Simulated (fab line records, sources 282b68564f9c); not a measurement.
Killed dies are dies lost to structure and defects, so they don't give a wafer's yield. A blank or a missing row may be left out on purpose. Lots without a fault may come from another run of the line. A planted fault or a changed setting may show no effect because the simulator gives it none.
One fault seen from 2 desks | flow rit_cmos | each desk has only its own numbers; what lay behind them comes last

THE METROLOGY DESK
What the gauges read, lot by lot, whatever tool the lot ran on: means of the sampled wafers that have a number. A lot is out of limits, marked OUT, if its mean lies more than 4 standard deviations from the usual mean; the brackets give that distance.
Columns: A = PSD_RS at RIT_SDANNEAL_RS_MEAS_04, usual 116.1 ohm/sq; B = NSD_RS at RIT_SDANNEAL_RS_MEAS_05, usual 84.5 ohm/sq; C = PLDD_RS at RIT_SDANNEAL_RS_MEAS_06, usual 178.7 ohm/sq; D = cd_nm at RIT_CONTACT_CD_MEAS_08, usual 999.5 nm
lot  | first seen here | A               | B               | C               | D
L416 | day 3 05:14     | 116.1           | 84.5            | 178.6           | 999.8
L417 | day 3 08:05     | 116.2           | 85.0            | 179.2           | 1000.1
L418 | day 3 12:56     | 115.6           | 84.0            | 178.3           | 1001.0
L422 | day 4 11:38     | 115.7           | 84.9            | 178.5           | 1001.7
L427 | day 5 13:48     | 144.3 (+94) OUT | 85.4            | 214.1 (+65) OUT | 1000.6
L429 | day 5 22:20     | 144.9 (+96) OUT | 86.0 (+4.6) OUT | 215.1 (+67) OUT | 996.6
L430 | day 6 02:21     | 115.8           | 84.2            | 178.8           | 999.7
L432 | day 6 10:18     | 115.9           | 84.5            | 178.4           | 999.9
L434 | day 6 22:05     | 116.1           | 84.4            | 178.3           | 1000.6
L436 | day 7 11:20     | 116.6           | 84.8            | 179.4           | 995.5
L438 | day 7 18:04     | 115.9           | 85.3            | 178.7           | 1003.4
This desk's finding: out of limits on L427, L429; first on L427, day 5 13:48 (PSD_RS at RIT_SDANNEAL_RS_MEAS_04). In limits: L416, L417, L418, L422, L430, L432, L434, L436, L438.

THE TOOL OWNER'S DESK: rtp_anneal-02
The tool's own readings at RIT_SDANNEAL_RTA_03 (time 5 s): means of the sampled wafers that have a number, for each lot that ran on this tool. A lot is out of limits, marked OUT, if its mean lies more than 4 standard deviations from the usual mean; the brackets give that distance.
Columns: A = chamber_o2_ppm at RIT_SDANNEAL_RTA_03, usual 1.994; B = wafer_temp_C_max at RIT_SDANNEAL_RTA_03, usual 1053.5
lot  | first seen here | A     | B
L417 | day 3 08:01     | 2.016 | 1053.9
L427 | day 5 13:44     | 2.005 | 1012.4 (-34) OUT
L429 | day 5 22:15     | 2.000 | 1013.3 (-33) OUT
This desk's finding: out of limits on L427, L429; first on L427, day 5 13:44 (wafer_temp_C_max at RIT_SDANNEAL_RTA_03). In limits: L417.

PUT TOGETHER
The tool owner's desk could have raised an alarm at day 5 13:44, on L427, L429.
The metrology desk could have raised an alarm at day 5 13:48, on L427, L429.
Of the lots named, all ran RIT_SDANNEAL_RTA_03 on rtp_anneal-02.

WHAT THE SIMULATOR HAD PUT IN
Process parameter drift: rtp_anneal-02, from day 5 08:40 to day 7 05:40, at RIT_SDANNEAL_RTA_03. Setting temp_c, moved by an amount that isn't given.
Lots struck among those shown: L427, L429.
Hours from the fault's start to each desk's first reading out of limits: the tool owner's desk, 5; the metrology desk, 5.
